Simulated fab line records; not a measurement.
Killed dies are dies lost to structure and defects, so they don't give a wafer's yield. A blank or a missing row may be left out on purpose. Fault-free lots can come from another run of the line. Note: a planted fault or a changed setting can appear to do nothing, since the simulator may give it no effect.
Split-lot trial -- flow berkeley-cmos170 -- route with 331 steps; 5 lots, 23 wafers read

ON THE SPLIT
At UCB170_PFIELD_IMPLANT_07, the setting energy-kev was moved away from the recipe's 80 on 7 of the 23 wafers read, by -2.4% to +2.2%. This setting was run at the recipe's value on the other wafers.

The reading is taken at the split's own step.

THE READING
In nm, at UCB170_PFIELD_IMPLANT_07: implant.drp-nm, which is the simulator's own figure and was read by no gauge. There is no usual value for it anywhere in the file.

wafer,"tool, chamber at the split",energy-kev as run,against the recipe,"implant.drp-nm, nm",against lot-mates on the recipe
L074.1,"implanter-03, 0",80,recipe,74.86,-
L074.4,"implanter-03, 0",80,recipe,74.86,-
L074.5,"implanter-03, 0",80,recipe,74.86,-
L074.3,"implanter-03, 0",81.77,+2.2%,75.63,+0.77
L074.6,"implanter-03, 0",81.77,+2.2%,75.63,+0.77
L076.1,"implanter-01, 0",80,recipe,74.86,-
L076.2,"implanter-01, 0",80,recipe,74.86,-
L076.3,"implanter-01, 0",80,recipe,74.86,-
L079.1,"implanter-01, 0",80,recipe,74.86,-
L079.2,"implanter-01, 0",80,recipe,74.86,-
L079.5,"implanter-01, 0",80,recipe,74.86,-
L079.4,"implanter-01, 0",81.68,+2.1%,75.6,+0.74
L079.6,"implanter-01, 0",81.68,+2.1%,75.6,+0.74
L077.1,"implanter-01, 0",78.11,-2.4%,74,-0.86
L077.5,"implanter-01, 0",78.11,-2.4%,74,-0.86
L077.6,"implanter-01, 0",78.11,-2.4%,74,-0.86
L077.2,"implanter-01, 0",80,recipe,74.86,-
L077.4,"implanter-01, 0",80,recipe,74.86,-
L083.1,"implanter-04, 0",80,recipe,74.86,-
L083.2,"implanter-04, 0",80,recipe,74.86,-
L083.3,"implanter-04, 0",80,recipe,74.86,-
L083.5,"implanter-04, 0",80,recipe,74.86,-
L083.6,"implanter-04, 0",80,recipe,74.86,-

THE FIT
A straight line over all 23 wafers: implant.drp-nm changes by +0.357 nm for each +1% of energy-kev; r = +1.00; the points scatter about the line by 0.0078 nm.
The same after taking each lot's own level away (the mean of its wafers on the recipe; 23 wafers): +0.357 nm for each +1%; r = +1.00; scatter 0.0078 nm.
On that fit, the largest move of energy-kev shifts the reading by 0.84 nm.
The lots' own levels span 74.860 to 74.860 nm.
Hence the lot-to-lot level has little effect on the slope; both slopes agree.
Check: with one of the wafers moved furthest among these (-2.4%) left out of the fit, the line predicts -0.845 nm for it against its lot-mates. It came out at -0.86 nm against them.

OTHER SPLITS APPLIED TO THESE WAFERS
Before the reading, these wafers also passed through other splits. Each is held against what the fit with the lots' levels taken away leaves over:
other split on the same wafers,wafers away from the commonest value,r with implant.drp-nm (lot level and that fit taken away)
UCB170_ZERO_COAT_01 resist-thk-nm,8,-0.12
UCB170_NWELL_CVD_04 time-s,10,-0.24
UCB170_NWELL_IMPLANT_14 dose-cm2,8,+0.26
UCB170_ACTIVE_COAT_08 resist-thk-nm,6,-0.01
UCB170_PFIELD_COAT_01 resist-thk-nm,9,+0.18

FILE'S OWN FIT
implant.drp-nm changes by +0.356 nm for each +1% of energy-kev, r = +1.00.
